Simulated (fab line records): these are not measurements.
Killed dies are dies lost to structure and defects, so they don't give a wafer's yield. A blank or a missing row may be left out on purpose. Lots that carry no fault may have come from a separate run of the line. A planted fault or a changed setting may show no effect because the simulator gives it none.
Which tool did it? | flow rit-cmos | 14 lots with 42 wafers sampled at 3 steps, on a route of 202 steps

== WHAT THE GAUGES READ, wafer by wafer ==
RIT_NSD_OVL_MEAS_06.
lot  | measured    | on         | NSD_OVL (nm)
L965 | day 3 10:19 | overlay-02 | 0.4 0.1 -1.4
L966 | day 3 18:18 | overlay-02 | 1.7 1.0 0.8
L968 | day 4 07:14 | overlay-01 | 2.5 1.5 0.1
L969 | day 4 09:13 | overlay-01 | 0.1 0.9 -0.7
L971 | day 4 17:23 | overlay-01 | -2.8 -0.1 -2.1
L973 | day 5 06:04 | overlay-02 | - - -
L974 | day 5 11:22 | overlay-02 | - - -
L979 | day 6 07:40 | overlay-02 | -1.8 -0.9 -2.1
L980 | day 6 13:19 | overlay-02 | -2.8 -1.7 -2.3
L982 | day 7 03:17 | overlay-01 | 1.6 1.5 2.3
L983 | day 7 08:40 | overlay-01 | 0.2 0.9 -0.3
L984 | day 7 09:59 | overlay-02 | 0.0 0.7 -0.5
L985 | day 7 15:28 | overlay-01 | -0.1 1.1 0.5
L986 | day 7 23:56 | overlay-01 | -0.2 0.2 0.4

RIT_PSD_TW_MEAS_10.
lot  | measured    | on            | PSD_TW
L965 | day 3 12:23 | film-metro-03 | 3452 3465 3455
L966 | day 3 20:14 | film-metro-03 | 3435 3457 3457
L968 | day 4 09:25 | film-metro-04 | 3429 3435 3439
L969 | day 4 11:08 | film-metro-03 | 3429 3415 3433
L971 | day 4 19:26 | film-metro-03 | 3464 3445 3455
L973 | day 5 08:08 | film-metro-04 | 3654 3631 3634
L974 | day 5 13:18 | film-metro-03 | 3669 3659 3673
L979 | day 6 09:43 | film-metro-02 | 3392 3415 3396
L980 | day 6 15:16 | film-metro-04 | 3478 3463 3471
L982 | day 7 05:20 | film-metro-02 | 3398 3407 3424
L983 | day 7 10:37 | film-metro-03 | 3429 3446 3419
L984 | day 7 11:59 | film-metro-03 | 3441 3442 3456
L985 | day 7 17:32 | film-metro-02 | 3403 3421 3420
L986 | day 8 02:01 | film-metro-02 | 3426 3431 3409

== TOOL THAT RAN EACH LOT (tool first, then ch and the chambers of the sampled wafers, then the start) ==
lot  | RIT_NSD_COAT_01
L965 | litho-track-02 ch 0, day 3 09:38
L966 | litho-track-04 ch 0, day 3 17:31
L968 | litho-track-02 ch 0, day 4 06:25
L969 | litho-track-04 ch 0, day 4 08:31
L971 | litho-track-01 ch 0, day 4 16:35
L973 | litho-track-02, day 5 05:15
L974 | litho-track-02, day 5 10:32
L979 | litho-track-02 ch 0, day 6 07:00
L980 | litho-track-02 ch 0, day 6 12:30
L982 | litho-track-01 ch 0, day 7 02:29
L983 | litho-track-04 ch 0, day 7 07:50
L984 | litho-track-01 ch 0, day 7 09:10
L985 | litho-track-04 ch 0, day 7 14:40
L986 | litho-track-02 ch 0, day 7 23:13
- RIT_NSD_COAT_01: resist thk 1000 nm.

== AS READ BY THE TOOLS THEMSELVES (means over the sampled wafers that have a number; for cases with no such wafer, the mark the record gives instead) ==
RIT_NSD_COAT_01.
lot  | tool           | chill-plate-temp-C (C) | dispense-pressure-kPa (kPa)
L965 | litho-track-02 | 22.91                  | 48.0
L966 | litho-track-04 | 23.06                  | 47.4
L968 | litho-track-02 | 22.80                  | 48.0
L969 | litho-track-04 | 22.99                  | 47.3
L971 | litho-track-01 | 22.89                  | 42.7
L973 | litho-track-02 | -                      | -
L974 | litho-track-02 | -                      | -
L979 | litho-track-02 | 23.13                  | 48.0
L980 | litho-track-02 | 22.89                  | 48.0
L982 | litho-track-01 | 23.01                  | 42.7
L983 | litho-track-04 | 22.88                  | 47.3
L984 | litho-track-01 | 23.03                  | 42.7
L985 | litho-track-04 | 23.07                  | 47.3
L986 | litho-track-02 | 23.07                  | 48.0

== THE ANSWER, worked out from the rows above alone ==
Rule: the lots themselves supply what counts as usual. Put in order of their means at a reading, lots are off if they are a third of the lots or fewer, leave a main group of 4 or more, and stand apart from it by a gap of 3 or more times the standard deviation of the main group's means; of several such gaps the widest counts. A main group whose means are all the same, to the digits that the tables above print for the reading, isn't used. A lot without any number at a reading at which 4 lots or more have one is off too. The other lots that the step has rows for count as sound. The gauges are gone through in route order, then the tools' own readings, and for those a lot's mean is taken as printed above. At the first step where some lot is off, the reading lying furthest off is the one used; lots without a number count as furthest.
Off: at RIT_NSD_OVL_MEAS_06 (NSD_OVL), L973, L974. Without a number there: L973, L974. Mean -0.0 nm and standard deviation 1.2 in the main group.
If a tool, at a process step before that reading, ran all the lots that are off and no sound lot after the first of them, it fits. Not tried: the gauges at RIT_NSD_OVL_MEAS_06; whatever is off there is also off at RIT_PSD_TW_MEAS_10, on other tools, and gauge error can't account for it. Of those tried, none fits.

== WHAT WAS PUT IN BY THE SIMULATOR ==
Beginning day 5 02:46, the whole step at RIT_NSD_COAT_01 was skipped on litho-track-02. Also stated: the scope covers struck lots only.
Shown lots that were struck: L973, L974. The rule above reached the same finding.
